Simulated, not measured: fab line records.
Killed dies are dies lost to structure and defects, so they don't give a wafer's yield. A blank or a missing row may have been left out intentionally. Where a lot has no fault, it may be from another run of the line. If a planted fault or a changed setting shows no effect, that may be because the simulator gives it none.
Chamber matching :: flow rit_cmos :: RIT_GATE_ETCH_19 on rie_si-01: 4 sister chambers
The step etches poly-Si in SF6/CHF3/O2, stops on SiO2, time 165 s, target depth 312.5 nm. 7 wafers are shown with their chamber, then 7 later ones without.

WAFERS, EACH WITH ITS CHAMBER
wafer: L142.6
chamber: 3
throttle_valve_pct (%): 10.36
oes_product_au (a.u.): 0.817

wafer: L144.5
chamber: 2
throttle_valve_pct (%): 10.08
oes_product_au (a.u.): 0.868

wafer: L152.1
chamber: 3
throttle_valve_pct (%): 10.38
oes_product_au (a.u.): 0.827

wafer: L152.2
chamber: 0
throttle_valve_pct (%): 10.29
oes_product_au (a.u.): 0.872

wafer: L152.3
chamber: 1
throttle_valve_pct (%): 10.26
oes_product_au (a.u.): 0.847

wafer: L156.1
chamber: 0
throttle_valve_pct (%): 10.29
oes_product_au (a.u.): 0.870

wafer: L156.4
chamber: 1
throttle_valve_pct (%): 10.29
oes_product_au (a.u.): 0.847

WAFERS WITH NO CHAMBER GIVEN
wafer: L156.5
throttle_valve_pct (%): 10.10
oes_product_au (a.u.): 0.862

wafer: L158.1
throttle_valve_pct (%): 10.27
oes_product_au (a.u.): 0.841

wafer: L158.5
throttle_valve_pct (%): 10.28
oes_product_au (a.u.): 0.868

wafer: L158.6
throttle_valve_pct (%): 10.37
oes_product_au (a.u.): 0.825

wafer: L160.2
throttle_valve_pct (%): 10.35
oes_product_au (a.u.): 0.823

wafer: L160.4
throttle_valve_pct (%): 10.28
oes_product_au (a.u.): 0.868

wafer: L160.5
throttle_valve_pct (%): 10.07
oes_product_au (a.u.): 0.857

WHICH CHAMBER EACH WENT THROUGH
wafer: L156.5
from the rows above: 2
in truth: 2

wafer: L158.1
from the rows above: 1
in truth: 1

wafer: L158.5
from the rows above: 0
in truth: 0

wafer: L158.6
from the rows above: 3
in truth: 3

wafer: L160.2
from the rows above: 3
in truth: 3

wafer: L160.4
from the rows above: 0
in truth: 0

wafer: L160.5
from the rows above: 2
in truth: 2
Placed correctly: 7 of 7. Can't be placed from these rows: 0. Wrongly placed: 0.
How it was worked out, from the rows above alone: a wafer's distance from a chamber is the root of the sum, over the readings, of the square of ((its reading less the chamber's mean) divided by the reading's scatter). The wafer belongs to the nearest chamber; if the next one is less than 2 further off, it can't be placed. Each chamber's mean is taken over the wafers shown for it. The scatter: the root of (the sum of the squares of (reading less its chamber's mean) over the shown wafers, divided by (wafers less chambers)).
